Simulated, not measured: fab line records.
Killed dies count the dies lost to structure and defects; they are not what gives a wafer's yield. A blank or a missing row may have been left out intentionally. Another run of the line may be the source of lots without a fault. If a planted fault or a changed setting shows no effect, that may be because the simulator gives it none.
Matching of chambers    flow berkeley-cmos170    UCB170_SPACER_ETCHBACK_03 on rie-diel-02: 4 sister chambers
The step etches SiO2 in CHF3/CF4/Ar, stops on Si, target depth 376 nm, time 100 s. 16 wafers are shown with their chamber, then 8 later ones without.

== WAFERS PAIRED WITH THEIR CHAMBERS ==
wafer   chamber  throttle-valve-pct (%)  oes-product-au (a.u.)  CHF3_flow_sccm (sccm)
L075.2  1        6.62                    0.872                  49.98
L075.4  3        6.51                    0.914                  50.11
L075.6  0        6.45                    0.893                  49.93
L074.2  3        6.51                    0.909                  50.19
L074.5  2        6.57                    0.913                  49.82
L074.6  1        6.62                    0.891                  49.71
L078.1  0        6.44                    0.868                  49.87
L078.5  0        6.44                    0.883                  50.02
L078.6  3        6.50                    0.914                  49.96
L083.3  3        6.49                    0.901                  49.93
L083.4  0        6.44                    0.889                  50.20
L083.5  2        6.56                    0.898                  50.10
L085.2  2        6.57                    0.896                  49.99
L085.3  0        6.44                    0.878                  49.99
L085.4  1        6.63                    0.883                  50.09
L087.1  2        6.57                    0.898                  50.07

SIGNATURES (averages over the wafers above)
reading             chamber 0  chamber 1  chamber 2  chamber 3  scatter within a chamber
throttle-valve-pct  6.4420     6.6233     6.5675     6.5025     0.00643
oes-product-au      0.88220    0.88200    0.90125    0.90950    0.00849
CHF3_flow_sccm      50.0020    49.9267    49.9950    50.0475    0.139
Rule: for a wafer and a chamber, the distance is found by dividing, reading by reading, the gap between the wafer's reading and the chamber's mean by the reading's scatter, squaring, summing and taking the root. If the next closest chamber is less than 2 further off than the closest, the wafer can't be placed; otherwise it belongs to the closest. How the scatter is found: for the shown wafers, subtract from each reading the mean of its chamber, square and add these, divide the total by (wafers less chambers), then take the root.

== WAFERS MISSING THEIR CHAMBER ==
wafer   throttle-valve-pct (%)  oes-product-au (a.u.)  CHF3_flow_sccm (sccm)
L087.3  6.51                    0.899                  49.90
L087.4  6.63                    0.885                  50.30
L091.2  6.55                    0.909                  49.92
L091.5  6.45                    0.893                  49.97
L091.6  6.63                    0.889                  50.09
L094.3  6.43                    0.878                  50.21
L094.5  6.51                    0.915                  50.02
L094.6  6.55                    0.903                  49.77

== WHICH CHAMBER EACH ONE RAN IN ==
wafer   from the rows above  in truth
L087.3  3                    3
L087.4  1                    1
L091.2  2                    2
L091.5  0                    0
L091.6  1                    1
L094.3  0                    0
L094.5  3                    3
L094.6  2                    2
8 of 8 placed correctly. Can't be placed from these rows: 0. Wrongly placed: 0.
